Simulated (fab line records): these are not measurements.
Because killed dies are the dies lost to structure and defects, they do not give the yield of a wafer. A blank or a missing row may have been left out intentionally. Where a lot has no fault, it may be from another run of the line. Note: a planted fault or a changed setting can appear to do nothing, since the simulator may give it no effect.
Commonality check across tools + flow berkeley cmos170 + 15 lots and 45 wafers in the sample

== WHY THIS WAS OPENED ==
UCB170_NLDD_TW_MEAS_11, reading NLDD_TW: flagged on 3 of 15 lots. Fault-free wafers read 2220, with a standard deviation of 14.
Rule: a lot is flagged in two cases, either no wafer of it has a number, or all its wafers with numbers fall more than 4 standard deviations from that mean. The rest of the lots are taken to be sound.

| lot  | measured     | on            | NLDD_TW, wafer by wafer | flag    |
|------|--------------|---------------|-------------------------|---------|
| L513 | day 7 11:50  | film metro-04 | 2228 2229 2220          |         |
| L511 | day 7 12:12  | film metro-03 | 2217 2223 2210          |         |
| L514 | day 8 02:47  | film metro-03 | 2204 2215 2220          |         |
| L516 | day 8 03:49  | film metro-04 | 2239 2230 2225          |         |
| L520 | day 8 21:41  | film metro-03 | 2219 2222 2225          |         |
| L518 | day 8 22:01  | film metro-03 | 2215 2228 2213          |         |
| L524 | day 9 23:58  | film metro-01 | 2233 2240 2223          |         |
| L522 | day 10 00:35 | film metro-04 | 2097 2104 2097          | FLAGGED |
| L525 | day 10 08:35 | film metro-01 | 2141 2129 2130          | FLAGGED |
| L528 | day 11 09:07 | film metro-01 | 2124 2130 2128          | FLAGGED |
| L529 | day 11 09:14 | film metro-03 | 2218 2217 2214          |         |
| L530 | day 11 09:21 | film metro-03 | 2205 2219 2220          |         |
| L533 | day 12 01:54 | film metro-04 | 2188 2186 2188          |         |
| L532 | day 12 03:05 | film metro-03 | 2214 2214 2210          |         |
| L534 | day 12 11:26 | film metro-03 | 2210 2207 2209          |         |
The numbers of the flagged lots are 2120 on average: -100 against the usual, or -7 standard deviations.

== TOOL THAT RAN EACH LOT ==
The record holds 1 process step before the reading, out of a route of 331 steps. Read each cell as the tool, then ch plus the chambers that the sampled wafers visited, then the start.
| lot  | flag    | UCB170_NLDD_IMPLANT_08          |
|------|---------|---------------------------------|
| L513 |         | implanter-01 ch 0, day 7 11:26  |
| L511 |         | implanter-02 ch 0, day 7 11:48  |
| L514 |         | implanter-02 ch 0, day 8 02:23  |
| L516 |         | implanter-01 ch 0, day 8 03:26  |
| L520 |         | implanter-02 ch 0, day 8 21:19  |
| L518 |         | implanter-02 ch 0, day 8 21:37  |
| L524 |         | implanter-03 ch 0, day 9 23:37  |
| L522 | FLAGGED | implanter-02 ch 0, day 10 00:11 |
| L525 | FLAGGED | implanter-02 ch 0, day 10 08:11 |
| L528 | FLAGGED | implanter-02 ch 0, day 11 08:43 |
| L529 |         | implanter-03 ch 0, day 11 08:50 |
| L530 |         | implanter-01 ch 0, day 11 08:58 |
| L533 |         | implanter-01 ch 0, day 12 01:30 |
| L532 |         | implanter-03 ch 0, day 12 02:43 |
| L534 |         | implanter-03 ch 0, day 12 11:03 |
What these steps do:
- UCB170_NLDD_IMPLANT_08
- UCB170_NLDD_TW_MEAS_11

== FLAGGED OVER TOTAL, TOOL BY TOOL (the gauges that took the reading come last) ==
| step                   | tool          | lots run | flagged | share of the flagged lots | sound lots run after its first flagged lot |
|------------------------|---------------|----------|---------|---------------------------|--------------------------------------------|
| UCB170_NLDD_IMPLANT_08 | implanter-01  | 4        | 0       | none                      | -                                          |
| UCB170_NLDD_IMPLANT_08 | implanter-02  | 7        | 3       | all                       | 0                                          |
| UCB170_NLDD_IMPLANT_08 | implanter-03  | 4        | 0       | none                      | -                                          |
| UCB170_NLDD_TW_MEAS_11 | film metro-01 | 3        | 2       | some                      | 0                                          |
| UCB170_NLDD_TW_MEAS_11 | film metro-03 | 8        | 0       | none                      | -                                          |
| UCB170_NLDD_TW_MEAS_11 | film metro-04 | 4        | 1       | some                      | 1 (L533)                                   |

== THE TABLE: WHAT IT ALLOWS ==
In the table, 1 row covers all flagged lots: implanter-02 at UCB170_NLDD_IMPLANT_08.
- implanter-02 at UCB170_NLDD_IMPLANT_08 ran 7 lots, 3 of them flagged. Last sound lot L518 at day 8 21:37, first flagged lot L522 at day 10 00:11; a fault beginning in between fits. Its own readings (tilt deg) fall more than 4 standard deviations out on all wafers of the flagged lots.
Left over: one tool, implanter-02 at UCB170_NLDD_IMPLANT_08.

== WHAT WAS PUT IN BY THE SIMULATOR ==
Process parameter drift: implanter-02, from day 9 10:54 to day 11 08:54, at UCB170_NLDD_IMPLANT_08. From 7, the setting tilt deg moved by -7. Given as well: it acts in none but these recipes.
Shown lots that were struck: L522, L525, L528. The same result came from the rule above.
